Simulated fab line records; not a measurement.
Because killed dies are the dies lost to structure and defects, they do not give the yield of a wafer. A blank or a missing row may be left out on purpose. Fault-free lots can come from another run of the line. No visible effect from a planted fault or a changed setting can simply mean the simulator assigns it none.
8D (eight disciplines) problem report, filled in by code    flow berkeleyCmos170    the parts of the form that need people (team, actions taken, sign-off) are left out

1. WHAT WENT WRONG
Across 9 wafers from 3 lots, GATE_POLY_THK at UCB170_GATE_THK_MEAS_05 averages 336.1 nm, while fault-free wafers read 214.1 nm with a standard deviation of 2. That puts it +61 standard deviations away from the usual mean.
First observed at day 9 15:18: wafer L818.1, on filmMetro-04. The record has a number at this step for 45 wafers belonging to 15 lots. The rule behind "out" and "out of limits": a value lying over 4 standard deviations away from the usual mean. The rest of the wafers with a number are treated as sound.

2. WHAT IT IS, WHAT IT ISN'T
question                     is                          is not
which readings at this step  GATE_POLY_THK               -
which lots                   L816, L818, L819            L801, L803, L806, L807, L809, L810, L812, L813, L814, L815, L817, L820
which wafers of those lots   all that have a number      -
read on which gauges         filmMetro-01, filmMetro-04  filmMetro-03
when                         from day 9 15:18            up to then (33 sound wafers); but 3 sound wafers of L820 came after

3. SUSPECTS, AND WHAT RULES EACH OUT
Counting: a tool at any process step up to the reading remains a suspect when it ran all the lots that are out and ran no sound lot after the first of those.
- the gauge at UCB170_GATE_THK_MEAS_05 is ruled out. Those wafers that are out were read across 2 gauges (filmMetro-01, filmMetro-04).
- lpcvd-02 at UCB170_GATE_CVD_04 (deposits poly-Si from SiH4, time 1440 s, target thk 214 nm): kept. Every lot that is out went through it, starting with L816 (day 9 13:54), and after that it ran no sound lot; the last sound lot it ran before then is L814 (day 9 06:06).
Left after counting: lpcvd-02 at UCB170_GATE_CVD_04.

4. THE CAUSE (what the simulator had put in)
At UCB170_GATE_CVD_04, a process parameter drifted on lpcvd-02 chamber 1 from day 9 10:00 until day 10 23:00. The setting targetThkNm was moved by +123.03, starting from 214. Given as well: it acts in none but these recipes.
The count eliminated every tool but this one.

5. THE EFFECT CHAIN, in route order
One row per reading whose mean, taken over the struck wafers that have a number, lies over 3 standard deviations from the usual. Scope: only readings with a usual standard deviation given in the record; hours: median across lots of the time from each lot's start at the first step in this table that gives one to its start at this step; sigmas: change in usual standard deviations.
hours  step                     reading        usual       on struck wafers  change  sigmas
0      UCB170_GATE_THK_MEAS_05  GATE_POLY_THK  214.1 nm    336.1             +122.0  +61
1      UCB170_GATE_ETCH_15      oesProductAu   0.831 a.u.  1.015             +0.184  +17
Process steps it contains:
- UCB170_GATE_ETCH_15: etches poly-Si in HBr/Cl2, stops on SiO2, time 56.3 s, target depth 278.2 nm.
Later steps that measure or inspect, where all struck wafers having a row at the step show a number for every such reading and not one has moved that far: UCB170_V1_CD_MEAS_12.

6. WHAT WOULD HAVE CAUGHT IT SOONER
In this record the first reading out of limits at a measuring or inspecting step was taken at day 9 15:18, 5 hours after the fault began at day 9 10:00.
Of the tool readings at UCB170_GATE_CVD_04 for which the record gives a usual standard deviation, none was out on any struck wafer, so an alarm limit of 4 standard deviations on them would not have fired.
Lots out: 3; all had begun UCB170_GATE_CVD_04 on lpcvd-02 by day 9 15:18. Had the tool been put on hold then, not one of them would have been saved.
